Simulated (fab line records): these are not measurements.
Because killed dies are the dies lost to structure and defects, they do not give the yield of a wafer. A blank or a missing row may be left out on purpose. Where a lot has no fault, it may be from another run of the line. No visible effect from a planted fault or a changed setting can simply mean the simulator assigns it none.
fab line records || flow ritCmos
[record] {"lots": 6, "wafers": 18, "lastDay": 7}
route steps=202 shown NWELL@35 PWELL@39 M1@202
lots with no fault: from the same line, run without faults
startH: hours from the record's opening day to when the first of the lot's shown wafers began || waitH: hours since the lot's step before || " same as the row above || L1.1+2: a row that stands for several wafers || - no value present, or no start provided || * or withheld: withheld || < > ~ a bound
route shown NAME@n: names a module that has steps shown in the file, with the first one's number in the route || usual: the fault-free wafers' mean and standard deviation || same: alike in all rows || chamber/n: place in a boat || sites: each site's reading || _std_site: standard deviation across them || _edge_site: the outer-site mean with the inner-site mean subtracted || radiusMm: for every site, how far away it sits from the centre of the wafer || mask NAME#n: copy n || behind: the tool/chamber that last shaped the wafer || hold: what put the lot on hold/how long, in hours/how the hold closed || device: which transistor (n, p or np) failed to switch || end of line: tests run on the same wafers once the route is complete || a step given without rows: its recipe and nothing more || killed: dies that structure and defects cost at the first sort, which is not the same as the wafer's yield || map: shows each die of a wafer: x if killed, . if not, _ if none is there
set.NAME: the run value of the setting; set.NAME@STEP: its run value at that earlier step || model.NAME: the simulator's own value behind a step, which no gauge read
lots at some steps of the route; a table a step, a row a wafer
services: from which hour (startH, from the record's first day; less than 0 if before it) a tool's chamber was out of use, for how many hours, and why
[[steps]]
[step RIT_NWELL_HARDBAKE_07]
[recipe] {"resist": "NOVOLAK", "tempC": 140, "timeS": 120}
[step RIT_NWELL_IMPLANT_08]
[recipe] {"species": "P", "energyKev": 170, "doseCm2": 5e+13, "tiltDeg": 7}
[step RIT_NWELL_STRIP_09]
[recipe] {"chemistry": "O2", "timeS": 180, "resist": "NOVOLAK", "platenTempC": "withheld", "powerW": 500, "pressureMtorr": 4000, "o2FlowSccm": 4000}
[usual] {"drypumpMotorCurrentA": "5.6/0.35"}
{"lot.wafer": "L295.2", "tool": "plasmaAsher-02", "chamber": 0, "startH": 63.16, "waitH": 0.1, "drypumpMotorCurrentA": 5.6, "rfHoursCounterH": 42}
{"lot.wafer": "L295.4", "tool": "plasmaAsher-02", "chamber": 0, "startH": 63.16, "waitH": 0.1, "drypumpMotorCurrentA": 5.6, "rfHoursCounterH": "-"}
{"lot.wafer": "L295.6", "tool": "plasmaAsher-02", "chamber": 0, "startH": 63.16, "waitH": 0.1, "drypumpMotorCurrentA": 5.6, "rfHoursCounterH": "-"}
{"lot.wafer": "L297.1", "tool": "plasmaAsher-02", "chamber": 0, "startH": 75.76, "waitH": 0.1, "drypumpMotorCurrentA": 5.6, "rfHoursCounterH": 43}
{"lot.wafer": "L297.5", "tool": "plasmaAsher-02", "chamber": 1, "startH": 75.76, "waitH": 0.1, "drypumpMotorCurrentA": 5.5, "rfHoursCounterH": "-"}
{"lot.wafer": "L297.6", "tool": "plasmaAsher-02", "chamber": 0, "startH": 75.76, "waitH": 0.1, "drypumpMotorCurrentA": 5.6, "rfHoursCounterH": "-"}
{"lot.wafer": "L301.1", "tool": "plasmaAsher-02", "chamber": 0, "startH": 93.55, "waitH": 0.1, "drypumpMotorCurrentA": 5.6, "rfHoursCounterH": 45}
{"lot.wafer": "L301.4", "tool": "plasmaAsher-02", "chamber": 0, "startH": 93.55, "waitH": 0.1, "drypumpMotorCurrentA": 5.6, "rfHoursCounterH": "-"}
{"lot.wafer": "L301.6", "tool": "plasmaAsher-02", "chamber": 0, "startH": 93.55, "waitH": 0.1, "drypumpMotorCurrentA": 5.6, "rfHoursCounterH": "-"}
{"lot.wafer": "L302.1", "tool": "plasmaAsher-02", "chamber": 1, "startH": 99.07, "waitH": 0.1, "drypumpMotorCurrentA": 5.5, "rfHoursCounterH": 46}
{"lot.wafer": "L302.2", "tool": "plasmaAsher-02", "chamber": 0, "startH": 99.07, "waitH": 0.1, "drypumpMotorCurrentA": 5.5, "rfHoursCounterH": 46}
{"lot.wafer": "L302.5", "tool": "plasmaAsher-02", "chamber": 0, "startH": 99.07, "waitH": 0.1, "drypumpMotorCurrentA": 5.6, "rfHoursCounterH": "-"}
{"lot.wafer": "L309.2", "tool": "plasmaAsher-02", "chamber": 0, "startH": 133.62, "waitH": 0.1, "drypumpMotorCurrentA": 5.6, "rfHoursCounterH": 50}
{"lot.wafer": "L309.3", "tool": "plasmaAsher-02", "chamber": 0, "startH": 133.62, "waitH": 0.1, "drypumpMotorCurrentA": 5.6, "rfHoursCounterH": "-"}
{"lot.wafer": "L309.5", "tool": "plasmaAsher-02", "chamber": 0, "startH": 133.62, "waitH": 0.1, "drypumpMotorCurrentA": 5.6, "rfHoursCounterH": "-"}
{"lot.wafer": "L310.3", "tool": "plasmaAsher-01", "chamber": 1, "startH": 137.40, "waitH": 0.1, "drypumpMotorCurrentA": 5.1, "rfHoursCounterH": "-"}
{"lot.wafer": "L310.4", "tool": "plasmaAsher-01", "chamber": 0, "startH": 137.40, "waitH": 0.1, "drypumpMotorCurrentA": 5.5, "rfHoursCounterH": "-"}
{"lot.wafer": "L310.5", "tool": "plasmaAsher-01", "chamber": 0, "startH": 137.40, "waitH": 0.1, "drypumpMotorCurrentA": 5.5, "rfHoursCounterH": "-"}
[step RIT_NWELL_TW_MEAS_10]
[usual] {"NWELL_TW": "2138/22"}
{"lot.wafer": "L295.2", "tool": "filmMetro-04", "chamber": "-", "startH": 63.35, "waitH": 0.1, "NWELL_TW": 2103}
{"lot.wafer": "L295.4", "tool": "filmMetro-04", "chamber": "-", "startH": 63.35, "waitH": 0.1, "NWELL_TW": 2103}
{"lot.wafer": "L295.6", "tool": "filmMetro-04", "chamber": "-", "startH": 63.35, "waitH": 0.1, "NWELL_TW": 2105}
{"lot.wafer": "L297.1", "tool": "filmMetro-03", "chamber": "-", "startH": 75.94, "waitH": 0.1, "NWELL_TW": 2116}
{"lot.wafer": "L297.5", "tool": "filmMetro-03", "chamber": "-", "startH": 75.94, "waitH": 0.1, "NWELL_TW": 2123}
{"lot.wafer": "L297.6", "tool": "filmMetro-03", "chamber": "-", "startH": 75.94, "waitH": 0.1, "NWELL_TW": 2115}
{"lot.wafer": "L301.1", "tool": "filmMetro-04", "chamber": "-", "startH": 93.73, "waitH": 0.1, "NWELL_TW": 2098}
{"lot.wafer": "L301.4", "tool": "filmMetro-04", "chamber": "-", "startH": 93.73, "waitH": 0.1, "NWELL_TW": 2102}
{"lot.wafer": "L301.6", "tool": "filmMetro-04", "chamber": "-", "startH": 93.73, "waitH": 0.1, "NWELL_TW": 2110}
{"lot.wafer": "L302.1", "tool": "filmMetro-03", "chamber": "-", "startH": 99.25, "waitH": 0.1, "NWELL_TW": 2148}
{"lot.wafer": "L302.2", "tool": "filmMetro-03", "chamber": "-", "startH": 99.25, "waitH": 0.1, "NWELL_TW": 2140}
{"lot.wafer": "L302.5", "tool": "filmMetro-03", "chamber": "-", "startH": 99.25, "waitH": 0.1, "NWELL_TW": 2145}
{"lot.wafer": "L309.2", "tool": "filmMetro-02", "chamber": "-", "startH": 133.81, "waitH": 0.1, "NWELL_TW": 2160}
{"lot.wafer": "L309.3", "tool": "filmMetro-02", "chamber": "-", "startH": 133.81, "waitH": 0.1, "NWELL_TW": 2156}
{"lot.wafer": "L309.5", "tool": "filmMetro-02", "chamber": "-", "startH": 133.81, "waitH": 0.1, "NWELL_TW": 2141}
{"lot.wafer": "L310.3", "tool": "filmMetro-04", "chamber": "-", "startH": 137.54, "waitH": 0.1, "NWELL_TW": 2100}
{"lot.wafer": "L310.4", "tool": "filmMetro-04", "chamber": "-", "startH": 137.54, "waitH": 0.1, "NWELL_TW": 2105}
{"lot.wafer": "L310.5", "tool": "filmMetro-04", "chamber": "-", "startH": 137.54, "waitH": 0.1, "NWELL_TW": 2101}
[step RIT_PWELL_HMDS_00]
[recipe] {"primeTimeS": 60, "primeTempC": 140}
[step RIT_PWELL_COAT_01]
[recipe] {"resist": "NOVOLAK", "spinRpm": 2000, "resistThkNm": 1300}
[step RIT_PWELL_SOFTBAKE_02]
[recipe] {"resist": "NOVOLAK", "tempC": 90, "timeS": 60}
[step RIT_PWELL_EXPOSE_03]
[recipe] {"maskId": "M3", "na": 0.57, "targetCdNm": 43700, "doseMj": 250}
[step RIT_PWELL_PEB_04]
[recipe] {"resist": "NOVOLAK", "tempC": "withheld", "timeS": "withheld"}
[step RIT_PWELL_DEVELOP_05]
[recipe] {"resist": "NOVOLAK", "developTimeS": 68, "devTempC": 23}
[step RIT_PWELL_OVL_MEAS_06]
[usual] {"PWELL_OVL": "-0.4/1.4"}
{"lot.wafer": "L295.2", "tool": "overlay-01", "chamber": "-", "startH": 64.43, "waitH": "-", "PWELL_OVL[nm]": 0.6}
{"lot.wafer": "L295.4", "tool": "overlay-01", "chamber": "-", "startH": 64.43, "waitH": "-", "PWELL_OVL[nm]": 1.4}
{"lot.wafer": "L295.6", "tool": "overlay-01", "chamber": "-", "startH": 64.43, "waitH": "-", "PWELL_OVL[nm]": 1.0}
{"lot.wafer": "L297.1", "tool": "overlay-02", "chamber": "-", "startH": 76.88, "waitH": "-", "PWELL_OVL[nm]": -2.4}
{"lot.wafer": "L297.5", "tool": "overlay-02", "chamber": "-", "startH": 76.88, "waitH": "-", "PWELL_OVL[nm]": -1.0}
{"lot.wafer": "L297.6", "tool": "overlay-02", "chamber": "-", "startH": 76.88, "waitH": "-", "PWELL_OVL[nm]": 0.2}
{"lot.wafer": "L301.1", "tool": "overlay-02", "chamber": "-", "startH": 94.67, "waitH": "-", "PWELL_OVL[nm]": -0.7}
{"lot.wafer": "L301.4", "tool": "overlay-02", "chamber": "-", "startH": 94.67, "waitH": "-", "PWELL_OVL[nm]": -3.2}
{"lot.wafer": "L301.6", "tool": "overlay-02", "chamber": "-", "startH": 94.67, "waitH": "-", "PWELL_OVL[nm]": -2.0}
{"lot.wafer": "L302.1", "tool": "overlay-02", "chamber": "-", "startH": 100.19, "waitH": "-", "PWELL_OVL[nm]": -0.4}
{"lot.wafer": "L302.2", "tool": "overlay-02", "chamber": "-", "startH": 100.19, "waitH": "-", "PWELL_OVL[nm]": -0.6}
{"lot.wafer": "L302.5", "tool": "overlay-02", "chamber": "-", "startH": 100.19, "waitH": "-", "PWELL_OVL[nm]": 1.5}
{"lot.wafer": "L309.2", "tool": "overlay-02", "chamber": "-", "startH": 134.94, "waitH": "-", "PWELL_OVL[nm]": 0.2}
{"lot.wafer": "L309.3", "tool": "overlay-02", "chamber": "-", "startH": 134.94, "waitH": "-", "PWELL_OVL[nm]": -0.3}
{"lot.wafer": "L309.5", "tool": "overlay-02", "chamber": "-", "startH": 134.94, "waitH": "-", "PWELL_OVL[nm]": -1.5}
{"lot.wafer": "L310.3", "tool": "overlay-01", "chamber": "-", "startH": 138.48, "waitH": "-", "PWELL_OVL[nm]": -0.5}
{"lot.wafer": "L310.4", "tool": "overlay-01", "chamber": "-", "startH": 138.48, "waitH": "-", "PWELL_OVL[nm]": 0.1}
{"lot.wafer": "L310.5", "tool": "overlay-01", "chamber": "-", "startH": 138.48, "waitH": "-", "PWELL_OVL[nm]": -1.6}
[step RIT_PWELL_HARDBAKE_07]
[recipe] {"resist": "NOVOLAK", "tempC": 140, "timeS": 120}
[step RIT_PWELL_IMPLANT_08]
[recipe] {"species": "B", "energyKev": 170, "doseCm2": 7e+13, "tiltDeg": 7}
[usual] {"beamEnergyKeV": "170.00/0.053"}
{"lot.wafer": "L295.2", "tool": "implanter-04", "chamber": 0, "startH": 64.73, "waitH": 0.2, "beamEnergyKeV": 170.01}
{"lot.wafer": "L295.4", "tool": "implanter-04", "chamber": 0, "startH": 64.73, "waitH": 0.2, "beamEnergyKeV": 170.00}
{"lot.wafer": "L295.6", "tool": "implanter-04", "chamber": 0, "startH": 64.73, "waitH": 0.2, "beamEnergyKeV": 170.00}
{"lot.wafer": "L297.1", "tool": "implanter-02", "chamber": 0, "startH": 77.17, "waitH": 0.2, "beamEnergyKeV": 170.04}
{"lot.wafer": "L297.5", "tool": "implanter-02", "chamber": 0, "startH": 77.17, "waitH": 0.2, "beamEnergyKeV": 169.99}
{"lot.wafer": "L297.6", "tool": "implanter-02", "chamber": 0, "startH": 77.17, "waitH": 0.2, "beamEnergyKeV": 170.09}
{"lot.wafer": "L301.1", "tool": "implanter-02", "chamber": 0, "startH": 94.95, "waitH": 0.2, "beamEnergyKeV": 171.90}
{"lot.wafer": "L301.4", "tool": "implanter-02", "chamber": 0, "startH": 94.95, "waitH": 0.2, "beamEnergyKeV": 171.96}
{"lot.wafer": "L301.6", "tool": "implanter-02", "chamber": 0, "startH": 94.95, "waitH": 0.2, "beamEnergyKeV": 171.95}
{"lot.wafer": "L302.1", "tool": "implanter-02", "chamber": 0, "startH": 100.47, "waitH": 0.2, "beamEnergyKeV": 172.05}
{"lot.wafer": "L302.2", "tool": "implanter-02", "chamber": 0, "startH": 100.47, "waitH": 0.2, "beamEnergyKeV": 171.96}
{"lot.wafer": "L302.5", "tool": "implanter-02", "chamber": 0, "startH": 100.47, "waitH": 0.2, "beamEnergyKeV": 171.90}
{"lot.wafer": "L309.2", "tool": "implanter-03", "chamber": 0, "startH": 135.24, "waitH": 0.2, "beamEnergyKeV": 169.97}
{"lot.wafer": "L309.3", "tool": "implanter-03", "chamber": 0, "startH": 135.24, "waitH": 0.2, "beamEnergyKeV": 169.92}
{"lot.wafer": "L309.5", "tool": "implanter-03", "chamber": 0, "startH": 135.24, "waitH": 0.2, "beamEnergyKeV": 169.88}
{"lot.wafer": "L310.3", "tool": "implanter-04", "chamber": 0, "startH": 138.80, "waitH": 0.2, "beamEnergyKeV": 170.03}
{"lot.wafer": "L310.4", "tool": "implanter-04", "chamber": 0, "startH": 138.80, "waitH": 0.2, "beamEnergyKeV": 169.98}
{"lot.wafer": "L310.5", "tool": "implanter-04", "chamber": 0, "startH": 138.80, "waitH": 0.2, "beamEnergyKeV": 169.96}
[step RIT_PWELL_STRIP_09]
[recipe] {"chemistry": "O2", "timeS": 180, "resist": "NOVOLAK", "platenTempC": "withheld", "powerW": 500, "pressureMtorr": 4000, "o2FlowSccm": 4000}
[usual] {"drypumpMotorCurrentA": "5.7/0.55"}
{"lot.wafer": "L295.2", "tool": "plasmaAsher-01", "chamber": 1, "startH": 64.86, "waitH": 0.1, "drypumpMotorCurrentA": 5.1, "rfHoursCounterH": 38}
{"lot.wafer": "L295.4", "tool": "plasmaAsher-01", "chamber": 0, "startH": 64.86, "waitH": 0.1, "drypumpMotorCurrentA": 5.5, "rfHoursCounterH": "-"}
{"lot.wafer": "L295.6", "tool": "plasmaAsher-01", "chamber": 1, "startH": 64.86, "waitH": 0.1, "drypumpMotorCurrentA": 5.1, "rfHoursCounterH": "-"}
{"lot.wafer": "L297.1", "tool": "plasmaAsher-03", "chamber": 0, "startH": 77.47, "waitH": 0.2, "drypumpMotorCurrentA": 5.9, "rfHoursCounterH": 45}
{"lot.wafer": "L297.5", "tool": "plasmaAsher-03", "chamber": 1, "startH": 77.47, "waitH": 0.2, "drypumpMotorCurrentA": 6.7, "rfHoursCounterH": "-"}
{"lot.wafer": "L297.6", "tool": "plasmaAsher-03", "chamber": 0, "startH": 77.47, "waitH": 0.2, "drypumpMotorCurrentA": 5.9, "rfHoursCounterH": "-"}
{"lot.wafer": "L301.1", "tool": "plasmaAsher-01", "chamber": 1, "startH": 95.25, "waitH": 0.2, "drypumpMotorCurrentA": 5.1, "rfHoursCounterH": 41}
{"lot.wafer": "L301.4", "tool": "plasmaAsher-01", "chamber": 1, "startH": 95.25, "waitH": 0.2, "drypumpMotorCurrentA": 5.1, "rfHoursCounterH": "-"}
{"lot.wafer": "L301.6", "tool": "plasmaAsher-01", "chamber": 1, "startH": 95.25, "waitH": 0.2, "drypumpMotorCurrentA": 5.1, "rfHoursCounterH": "-"}
{"lot.wafer": "L302.1", "tool": "plasmaAsher-01", "chamber": 1, "startH": 100.62, "waitH": 0.1, "drypumpMotorCurrentA": 5.2, "rfHoursCounterH": 42}
{"lot.wafer": "L302.2", "tool": "plasmaAsher-01", "chamber": 0, "startH": 100.62, "waitH": 0.1, "drypumpMotorCurrentA": 5.5, "rfHoursCounterH": 42}
{"lot.wafer": "L302.5", "tool": "plasmaAsher-01", "chamber": 0, "startH": 100.62, "waitH": 0.1, "drypumpMotorCurrentA": 5.5, "rfHoursCounterH": "-"}
{"lot.wafer": "L309.2", "tool": "plasmaAsher-04", "chamber": 1, "startH": 135.37, "waitH": 0.1, "drypumpMotorCurrentA": 5.1, "rfHoursCounterH": 34}
{"lot.wafer": "L309.3", "tool": "plasmaAsher-04", "chamber": 1, "startH": 135.37, "waitH": 0.1, "drypumpMotorCurrentA": 5.2, "rfHoursCounterH": "-"}
{"lot.wafer": "L309.5", "tool": "plasmaAsher-04", "chamber": 1, "startH": 135.37, "waitH": 0.1, "drypumpMotorCurrentA": 5.2, "rfHoursCounterH": "-"}
{"lot.wafer": "L310.3", "tool": "plasmaAsher-03", "chamber": 1, "startH": 138.96, "waitH": 0.1, "drypumpMotorCurrentA": 6.7, "rfHoursCounterH": "-"}
{"lot.wafer": "L310.4", "tool": "plasmaAsher-03", "chamber": 0, "startH": 138.96, "waitH": 0.1, "drypumpMotorCurrentA": 5.9, "rfHoursCounterH": "-"}
{"lot.wafer": "L310.5", "tool": "plasmaAsher-03", "chamber": 0, "startH": 138.96, "waitH": 0.1, "drypumpMotorCurrentA": 6.0, "rfHoursCounterH": "-"}
[step RIT_M1_PROBE_99]
[usual] {"killedAtContacts": "0.0/0.18", "killedAtFrontEnd": "7/3", "killedDies": "7/3", "killedOnRim": "2/1.4", "killedOpen": "3.6/1.9", "killedShort": "3.2/1.8"}
[same] {"grossDies": 264, "killed_at_M0_to_M3": 0, "killed_at_M4_up": 0, "killedAtBackSide": 0, "killedAtOther": 0}
{"lot.wafer": "L295.2", "tool": "prober-02", "chamber": "-", "startH": 103.63, "waitH": 0.1, "killedAtContacts": 0, "killedAtFrontEnd": 5, "killedDies": 5, "killedOnRim": 1, "killedOpen": 3, "killedShort": 2}
{"lot.wafer": "L295.4", "tool": "prober-02", "chamber": "-", "startH": 103.73, "waitH": 0.2, "killedAtContacts": 0, "killedAtFrontEnd": 8, "killedDies": 8, "killedOnRim": 1, "killedOpen": 3, "killedShort": 5}
{"lot.wafer": "L295.6", "tool": "prober-02", "chamber": "-", "startH": 103.83, "waitH": 0.2, "killedAtContacts": 0, "killedAtFrontEnd": 7, "killedDies": 7, "killedOnRim": 2, "killedOpen": 5, "killedShort": 2}
{"lot.wafer": "L297.1", "tool": "prober-01", "chamber": "-", "startH": 112.01, "waitH": 0.1, "killedAtContacts": 0, "killedAtFrontEnd": 11, "killedDies": 11, "killedOnRim": 5, "killedOpen": 5, "killedShort": 6}
{"lot.wafer": "L297.5", "tool": "prober-01", "chamber": "-", "startH": 112.21, "waitH": 0.2, "killedAtContacts": 0, "killedAtFrontEnd": 7, "killedDies": 7, "killedOnRim": 1, "killedOpen": 3, "killedShort": 4}
{"lot.wafer": "L297.6", "tool": "prober-01", "chamber": "-", "startH": 112.26, "waitH": 0.2, "killedAtContacts": 0, "killedAtFrontEnd": 7, "killedDies": 7, "killedOnRim": 0, "killedOpen": 3, "killedShort": 4}
{"lot.wafer": "L301.1", "tool": "prober-02", "chamber": "-", "startH": 132.99, "waitH": 0.1, "killedAtContacts": 0, "killedAtFrontEnd": 4, "killedDies": 4, "killedOnRim": 2, "killedOpen": 2, "killedShort": 2}
{"lot.wafer": "L301.4", "tool": "prober-02", "chamber": "-", "startH": 133.14, "waitH": 0.2, "killedAtContacts": 0, "killedAtFrontEnd": 2, "killedDies": 2, "killedOnRim": 0, "killedOpen": 1, "killedShort": 1}
{"lot.wafer": "L301.6", "tool": "prober-02", "chamber": "-", "startH": 133.24, "waitH": 0.2, "killedAtContacts": 0, "killedAtFrontEnd": 9, "killedDies": 9, "killedOnRim": 6, "killedOpen": 5, "killedShort": 4}
{"lot.wafer": "L302.1", "tool": "prober-01", "chamber": "-", "startH": 139.27, "waitH": 0.1, "killedAtContacts": 1, "killedAtFrontEnd": 7, "killedDies": 8, "killedOnRim": 2, "killedOpen": 6, "killedShort": 2}
{"lot.wafer": "L302.2", "tool": "prober-01", "chamber": "-", "startH": 139.32, "waitH": 0.1, "killedAtContacts": 0, "killedAtFrontEnd": 8, "killedDies": 8, "killedOnRim": 3, "killedOpen": 5, "killedShort": 3}
{"lot.wafer": "L302.5", "tool": "prober-01", "chamber": "-", "startH": 139.47, "waitH": 0.2, "killedAtContacts": 0, "killedAtFrontEnd": 8, "killedDies": 8, "killedOnRim": 3, "killedOpen": 3, "killedShort": 5}
{"lot.wafer": "L309.2", "tool": "prober-02", "chamber": "-", "startH": 172.69, "waitH": 0.1, "killedAtContacts": 0, "killedAtFrontEnd": 6, "killedDies": 6, "killedOnRim": 0, "killedOpen": 1, "killedShort": 5}
{"lot.wafer": "L309.3", "tool": "prober-02", "chamber": "-", "startH": 172.74, "waitH": 0.2, "killedAtContacts": 0, "killedAtFrontEnd": 5, "killedDies": 5, "killedOnRim": 1, "killedOpen": 3, "killedShort": 2}
{"lot.wafer": "L309.5", "tool": "prober-02", "chamber": "-", "startH": 172.84, "waitH": 0.2, "killedAtContacts": 0, "killedAtFrontEnd": 7, "killedDies": 7, "killedOnRim": 1, "killedOpen": 3, "killedShort": 4}
{"lot.wafer": "L310.3", "tool": "prober-01", "chamber": "-", "startH": 177.76, "waitH": 0.2, "killedAtContacts": 0, "killedAtFrontEnd": 2, "killedDies": 2, "killedOnRim": 1, "killedOpen": 1, "killedShort": 1}
{"lot.wafer": "L310.4", "tool": "prober-01", "chamber": "-", "startH": 177.81, "waitH": 0.2, "killedAtContacts": 0, "killedAtFrontEnd": 8, "killedDies": 8, "killedOnRim": 3, "killedOpen": 4, "killedShort": 4}
{"lot.wafer": "L310.5", "tool": "prober-01", "chamber": "-", "startH": 177.86, "waitH": 0.2, "killedAtContacts": 0, "killedAtFrontEnd": 4, "killedDies": 4, "killedOnRim": 0, "killedOpen": 2, "killedShort": 2}
// killed by level:class
L295.2 GATE:geometricParticle:short=2 FOX2:geometricParticle:open=1 GATE:geometricParticle:open=1 SPACER:geometricParticle:open=1
L295.4 REOX:geometricParticle:short=2 GATE:geometricParticle:open=1 GATE:geometricParticle:short=1 REOX:geometricParticle:open=1 SPACER:geometricParticle:open=1 SPACER:geometricParticle:short=1 SILICIDE:geometricParticle:short=1
L295.6 SPACER:geometricParticle:open=3 GATE:geometricParticle:open=2 GATE:geometricParticle:short=1 REOX:geometricParticle:short=1
L297.1 FOX2:geometricParticle:short=3 GATE:geometricParticle:short=3 GATE:geometricParticle:open=3 REOX:geometricParticle:open=1 SILICIDE:geometricParticle:open=1
L297.5 GATE:geometricParticle:short=3 GATE:geometricParticle:open=2 REOX:geometricParticle:open=1 SILICIDE:geometricParticle:short=1
L297.6 GATE:geometricParticle:short=2 GATE:geometricParticle:open=2 SILICIDE:geometricParticle:short=2 REOX:geometricParticle:open=1
L301.1 GATE:geometricParticle:open=2 GATE:geometricParticle:short=1 SPACER:geometricParticle:short=1
L301.4 FOX1:geometricParticle:open=1 SPACER:geometricParticle:short=1
L301.6 FOX1:geometricParticle:open=3 GATE:geometricParticle:open=2 GATE:geometricParticle:short=2 FOX1:geometricParticle:short=1 SPACER:geometricParticle:short=1
L302.1 SILICIDE:geometricParticle:open=3 FOX1:geometricParticle:open=1 FOX2:geometricParticle:short=1 SPACER:geometricParticle:short=1 SPACER:geometricParticle:open=1 CONTACT:geometricParticle:open=1
L302.2 FOX1:geometricParticle:open=2 GATE:geometricParticle:short=2 SILICIDE:geometricParticle:open=2 SPACER:geometricParticle:short=1 SPACER:geometricParticle:open=1
L302.5 GATE:geometricParticle:open=3 GATE:geometricParticle:short=3 FOX2:geometricParticle:short=1 SPACER:geometricParticle:short=1
L309.2 FOX1:geometricParticle:short=2 GATE:geometricParticle:short=2 FOX1:geometricParticle:open=1 REOX:geometricParticle:short=1
L309.3 FOX1:geometricParticle:short=1 FOX2:geometricParticle:open=1 GATE:geometricParticle:open=1 REOX:geometricParticle:open=1 SILICIDE:geometricParticle:short=1
L309.5 FOX1:geometricParticle:open=1 FOX1:geometricParticle:short=1 GATE:geometricParticle:open=1 GATE:geometricParticle:short=1 REOX:geometricParticle:short=1 SILICIDE:geometricParticle:short=1 SILICIDE:geometricParticle:open=1
L310.3 FOX2:geometricParticle:open=1 GATE:geometricParticle:short=1
L310.4 GATE:geometricParticle:short=3 GATE:geometricParticle:open=2 FOX2:geometricParticle:open=1 REOX:geometricParticle:open=1 SILICIDE:geometricParticle:short=1
L310.5 GATE:geometricParticle:open=1 REOX:geometricParticle:short=1 REOX:geometricParticle:open=1 SPACER:geometricParticle:short=1
[[services]]
{"tool": "implanter-02", "chamber": "-", "startH": 51.63, "hours": 2.8, "kind": "repair"}
{"tool": "plasmaAsher-04", "chamber": "-", "startH": 73.26, "hours": 1.3, "kind": "repair"}
{"tool": "plasmaAsher-03", "chamber": "-", "startH": 108.75, "hours": 9.0, "kind": "pm"}
{"tool": "plasmaAsher-03", "chamber": 0, "startH": 108.75, "hours": 9.0, "kind": "ventCycle"}
{"tool": "plasmaAsher-03", "chamber": 1, "startH": 108.75, "hours": 9.0, "kind": "ventCycle"}
{"tool": "plasmaAsher-03", "chamber": 0, "startH": 117.75, "hours": "-", "kind": "clean"}
{"tool": "plasmaAsher-03", "chamber": 1, "startH": 117.75, "hours": "-", "kind": "clean"}
{"tool": "implanter-04", "chamber": "-", "startH": 120.26, "hours": 0.6, "kind": "repair"}
{"tool": "plasmaAsher-04", "chamber": "-", "startH": 131.30, "hours": 3.8, "kind": "repair"}
{"tool": "implanter-04", "chamber": "-", "startH": 134.47, "hours": 1.3, "kind": "repair"}
[[key]]
[firstSign] {"step": "RIT_PWELL_IMPLANT_08", "reading": "beamEnergyKeV", "direction": "up", "sigmas": 37, "usual": 170.00, "struck": 171.95}
effect none on later readings
metAt RIT_PWELL_IMPLANT_08
struckWafers L301.1,L301.4,L301.6,L302.1,L302.2,L302.5
testerLeftOut L301,L302
onsetBetween 77.17 94.95
[fault] {"kind": "processParameterDrift", "tool": "implanter-02", "chamber": "-", "onsetH": 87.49, "steps": "RIT_PWELL_IMPLANT_08", "channel": "energyKev", "offset": 1.9459, "shape": "step", "endH": 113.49, "actsIn": "theseRecipesOnly", "stated": 170}
// testerLeftOut: of these lots the tester's yield and bins aren't shown, on N5 and GAA mostly nor the transistor test; their killed dies are dies lost to structure and defects alone, not to doping, threshold or leakage, so they don't give the yield
